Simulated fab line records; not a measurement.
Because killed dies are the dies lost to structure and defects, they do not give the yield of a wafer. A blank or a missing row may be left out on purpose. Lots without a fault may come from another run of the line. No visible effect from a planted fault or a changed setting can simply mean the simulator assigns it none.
Chamber matching :: flow berkeley cmos170 :: UCB170_V2_CMP_02 on cmp-02: 4 sister chambers
The step polishes SiO2. 14 wafers are shown with their chamber, then 7 later ones without.

== WAFERS WITH THEIR CHAMBER ==
wafer: L903.3
chamber: 3
motor current A (A): 16.1
slurry flow ml min: 150.2
retaining ring pressure frac: 1.008

wafer: L903.4
chamber: 1
motor current A (A): 15.6
slurry flow ml min: 150.1
retaining ring pressure frac: 0.994

wafer: L903.6
chamber: 2
motor current A (A): 16.1
slurry flow ml min: 150.4
retaining ring pressure frac: 0.997

wafer: L904.3
chamber: 1
motor current A (A): 16.9
slurry flow ml min: 149.6
retaining ring pressure frac: 1.004

wafer: L904.4
chamber: 2
motor current A (A): 16.9
slurry flow ml min: 150.4
retaining ring pressure frac: 1.002

wafer: L904.6
chamber: 3
motor current A (A): 17.2
slurry flow ml min: 150.6
retaining ring pressure frac: 0.996

wafer: L907.1
chamber: 3
motor current A (A): 16.5
slurry flow ml min: 150.2
retaining ring pressure frac: 0.998

wafer: L907.5
chamber: 0
motor current A (A): 15.3
slurry flow ml min: 150.3
retaining ring pressure frac: 1.002

wafer: L907.6
chamber: 1
motor current A (A): 16.2
slurry flow ml min: 150.0
retaining ring pressure frac: 1.002

wafer: L906.2
chamber: 0
motor current A (A): 14.6
slurry flow ml min: 150.1
retaining ring pressure frac: 1.007

wafer: L906.4
chamber: 3
motor current A (A): 15.2
slurry flow ml min: 149.7
retaining ring pressure frac: 0.998

wafer: L906.5
chamber: 1
motor current A (A): 16.4
slurry flow ml min: 149.6
retaining ring pressure frac: 1.003

wafer: L908.1
chamber: 1
motor current A (A): 16.6
slurry flow ml min: 150.6
retaining ring pressure frac: 1.002

wafer: L908.4
chamber: 3
motor current A (A): 15.6
slurry flow ml min: 150.3
retaining ring pressure frac: 0.998

SIGNATURES, as means of the wafers listed above
reading: motor current A
chamber 0: 14.950
chamber 1: 16.340
chamber 2: 16.500
chamber 3: 16.120
scatter within a chamber: 0.628

reading: slurry flow ml min
chamber 0: 150.200
chamber 1: 149.980
chamber 2: 150.400
chamber 3: 150.200
scatter within a chamber: 0.336

reading: retaining ring pressure frac
chamber 0: 1.00450
chamber 1: 1.00100
chamber 2: 0.99950
chamber 3: 0.99960
scatter within a chamber: 0.00424
Rule: for each reading, subtract the chamber's mean from the wafer's reading, divide by that reading's scatter and square the result; add these up over the readings and take the root, which gives the wafer's distance from the chamber. The wafer belongs to the nearest chamber; if the next one is less than 2 further off, it can't be placed. How the scatter is found: for the shown wafers, subtract from each reading the mean of its chamber, square and add these, divide the total by (wafers less chambers), then take the root.

== WAFERS MISSING THEIR CHAMBER ==
wafer: L908.5
motor current A (A): 16.5
slurry flow ml min: 149.9
retaining ring pressure frac: 0.994

wafer: L914.3
motor current A (A): 16.0
slurry flow ml min: 149.6
retaining ring pressure frac: 1.002

wafer: L914.4
motor current A (A): 16.2
slurry flow ml min: 150.4
retaining ring pressure frac: 0.993

wafer: L914.6
motor current A (A): 16.6
slurry flow ml min: 149.9
retaining ring pressure frac: 0.995

wafer: L923.3
motor current A (A): 17.3
slurry flow ml min: 150.6
retaining ring pressure frac: 1.001

wafer: L923.4
motor current A (A): 14.9
slurry flow ml min: 149.7
retaining ring pressure frac: 0.990

wafer: L923.6
motor current A (A): 16.1
slurry flow ml min: 150.2
retaining ring pressure frac: 1.001

== EACH ONE'S CHAMBER ==
wafer: L908.5
from the rows above: can't be placed: 1 or 3 or 2 or 0
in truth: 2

wafer: L914.3
from the rows above: can't be placed: 1 or 3 or 0 or 2
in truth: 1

wafer: L914.4
from the rows above: can't be placed: 2 or 3 or 1 or 0
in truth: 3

wafer: L914.6
from the rows above: can't be placed: 1 or 3 or 2
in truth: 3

wafer: L923.3
from the rows above: can't be placed: 2 or 3 or 1
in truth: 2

wafer: L923.4
from the rows above: can't be placed: 3 or 1 or 0 or 2
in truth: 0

wafer: L923.6
from the rows above: can't be placed: 3 or 1 or 2 or 0
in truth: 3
0 of 7 placed correctly. These rows do not allow placing 7 (true chamber among the candidates in 7). Number placed wrongly: 0.
